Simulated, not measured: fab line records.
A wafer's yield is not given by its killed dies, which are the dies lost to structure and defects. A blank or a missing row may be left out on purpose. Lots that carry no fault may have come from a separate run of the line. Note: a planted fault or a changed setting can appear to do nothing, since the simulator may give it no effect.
Lot-split experiment / flow rit-cmos / 23 wafers read across 5 lots, on a route 202 steps long

ON THE SPLIT
At RIT_PWELL_SOFTBAKE_02 (time 60 s), the setting temp-c was moved away from the recipe's 90 C on 8 of the 23 wafers read, by -3.9% to +1.8%. All remaining wafers had this setting at the recipe value.

No step appears in the file between the split and the reading.

THE READING
NOVOLAK_of_PWELL_COAT_01.thk-nm (the simulator's own value, which no gauge read), in nm, at RIT_PWELL_DEVELOP_05 (develop time 68 s). The file does not state a usual value for it. Average 1300 nm, standard deviation 4 nm, over the 15 wafers here run with the recipe.

wafer=L074.2; tool, chamber at the split=litho-track-03, 0; temp-c as run, C=90; against the recipe=recipe; NOVOLAK_of_PWELL_COAT_01.thk-nm, nm=1297; against lot-mates on the recipe=-
wafer=L074.3; tool, chamber at the split=litho-track-03, 0; temp-c as run, C=86.78; against the recipe=-3.6%; NOVOLAK_of_PWELL_COAT_01.thk-nm, nm=1303; against lot-mates on the recipe=+6
wafer=L074.4; tool, chamber at the split=litho-track-03, 0; temp-c as run, C=86.78; against the recipe=-3.6%; NOVOLAK_of_PWELL_COAT_01.thk-nm, nm=1308; against lot-mates on the recipe=+10
wafer=L074.5; tool, chamber at the split=litho-track-03, 0; temp-c as run, C=86.78; against the recipe=-3.6%; NOVOLAK_of_PWELL_COAT_01.thk-nm, nm=1308; against lot-mates on the recipe=+10
wafer=L074.6; tool, chamber at the split=litho-track-03, 0; temp-c as run, C=90; against the recipe=recipe; NOVOLAK_of_PWELL_COAT_01.thk-nm, nm=1298; against lot-mates on the recipe=-
wafer=L076.1; tool, chamber at the split=litho-track-01, 0; temp-c as run, C=91.6; against the recipe=+1.8%; NOVOLAK_of_PWELL_COAT_01.thk-nm, nm=1292; against lot-mates on the recipe=-8
wafer=L076.3; tool, chamber at the split=litho-track-01, 0; temp-c as run, C=90; against the recipe=recipe; NOVOLAK_of_PWELL_COAT_01.thk-nm, nm=1301; against lot-mates on the recipe=-
wafer=L076.4; tool, chamber at the split=litho-track-01, 0; temp-c as run, C=90; against the recipe=recipe; NOVOLAK_of_PWELL_COAT_01.thk-nm, nm=1300; against lot-mates on the recipe=-
wafer=L076.5; tool, chamber at the split=litho-track-01, 0; temp-c as run, C=91.6; against the recipe=+1.8%; NOVOLAK_of_PWELL_COAT_01.thk-nm, nm=1298; against lot-mates on the recipe=-2
wafer=L076.6; tool, chamber at the split=litho-track-01, 0; temp-c as run, C=90; against the recipe=recipe; NOVOLAK_of_PWELL_COAT_01.thk-nm, nm=1298; against lot-mates on the recipe=-
wafer=L078.2; tool, chamber at the split=litho-track-02, 0; temp-c as run, C=90; against the recipe=recipe; NOVOLAK_of_PWELL_COAT_01.thk-nm, nm=1304; against lot-mates on the recipe=-
wafer=L078.4; tool, chamber at the split=litho-track-02, 0; temp-c as run, C=90; against the recipe=recipe; NOVOLAK_of_PWELL_COAT_01.thk-nm, nm=1305; against lot-mates on the recipe=-
wafer=L078.6; tool, chamber at the split=litho-track-02, 0; temp-c as run, C=90; against the recipe=recipe; NOVOLAK_of_PWELL_COAT_01.thk-nm, nm=1301; against lot-mates on the recipe=-
wafer=L082.1; tool, chamber at the split=litho-track-03, 0; temp-c as run, C=90; against the recipe=recipe; NOVOLAK_of_PWELL_COAT_01.thk-nm, nm=1297; against lot-mates on the recipe=-
wafer=L082.2; tool, chamber at the split=litho-track-03, 0; temp-c as run, C=90; against the recipe=recipe; NOVOLAK_of_PWELL_COAT_01.thk-nm, nm=1294; against lot-mates on the recipe=-
wafer=L082.4; tool, chamber at the split=litho-track-03, 0; temp-c as run, C=90; against the recipe=recipe; NOVOLAK_of_PWELL_COAT_01.thk-nm, nm=1294; against lot-mates on the recipe=-
wafer=L082.5; tool, chamber at the split=litho-track-03, 0; temp-c as run, C=90; against the recipe=recipe; NOVOLAK_of_PWELL_COAT_01.thk-nm, nm=1299; against lot-mates on the recipe=-
wafer=L082.6; tool, chamber at the split=litho-track-03, 0; temp-c as run, C=90; against the recipe=recipe; NOVOLAK_of_PWELL_COAT_01.thk-nm, nm=1296; against lot-mates on the recipe=-
wafer=L083.2; tool, chamber at the split=litho-track-02, 0; temp-c as run, C=86.47; against the recipe=-3.9%; NOVOLAK_of_PWELL_COAT_01.thk-nm, nm=1317; against lot-mates on the recipe=+10
wafer=L083.3; tool, chamber at the split=litho-track-02, 0; temp-c as run, C=86.47; against the recipe=-3.9%; NOVOLAK_of_PWELL_COAT_01.thk-nm, nm=1316; against lot-mates on the recipe=+10
wafer=L083.4; tool, chamber at the split=litho-track-02, 0; temp-c as run, C=90; against the recipe=recipe; NOVOLAK_of_PWELL_COAT_01.thk-nm, nm=1306; against lot-mates on the recipe=-
wafer=L083.5; tool, chamber at the split=litho-track-02, 0; temp-c as run, C=86.47; against the recipe=-3.9%; NOVOLAK_of_PWELL_COAT_01.thk-nm, nm=1319; against lot-mates on the recipe=+12
wafer=L083.6; tool, chamber at the split=litho-track-02, 0; temp-c as run, C=90; against the recipe=recipe; NOVOLAK_of_PWELL_COAT_01.thk-nm, nm=1307; against lot-mates on the recipe=-

FIT RESULTS
A straight line over all 23 wafers: NOVOLAK_of_PWELL_COAT_01.thk-nm changes by -3.21 nm for each +1% of temp-c; r = -0.80; the points scatter about the line by 4.5 nm.
The same after taking each lot's own level away (the mean of its wafers on the recipe; 23 wafers): -2.63 nm for each +1%; r = -0.94; scatter 1.9 nm.
The reading moves by 10 nm for the largest change in temp-c, on that fit.
Measured against the standard deviation above, the lots' own levels, which go from 1296.0 to 1306.5 nm, span 2.6 times it.
Hence the slope depends on the lot-to-lot level, as the two fits are not the same.
Check: with one of the wafers moved furthest among these (-3.9%) left out of the fit, the line predicts +10.3 nm for it against its lot-mates. It came out at +10.5 nm against them.

THESE WAFERS: OTHER SPLITS
Before the reading, these wafers also passed through other splits. Each is held against what the fit with the lots' levels taken away leaves over:
other split on the same wafers=RIT_ACTIVE_COAT_06 spin-rpm; wafers away from the commonest value=6; r with NOVOLAK_of_PWELL_COAT_01.thk-nm (lot level and that fit taken away)=-0.13
other split on the same wafers=RIT_ACTIVE_HARDBAKE_12 temp-c; wafers away from the commonest value=7; r with NOVOLAK_of_PWELL_COAT_01.thk-nm (lot level and that fit taken away)=+0.33
other split on the same wafers=RIT_FOX1_OXIDATION_00 temp-c; wafers away from the commonest value=15; r with NOVOLAK_of_PWELL_COAT_01.thk-nm (lot level and that fit taken away)=+0.04
other split on the same wafers=RIT_NWELL_COAT_01 resist-thk-nm; wafers away from the commonest value=7; r with NOVOLAK_of_PWELL_COAT_01.thk-nm (lot level and that fit taken away)=-0.27
other split on the same wafers=RIT_NWELL_SOFTBAKE_02 time-s; wafers away from the commonest value=7; r with NOVOLAK_of_PWELL_COAT_01.thk-nm (lot level and that fit taken away)=+0.10

FILE'S OWN FIT
NOVOLAK_of_PWELL_COAT_01.thk-nm changes by -2.63 nm for each +1% of temp-c, r = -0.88.
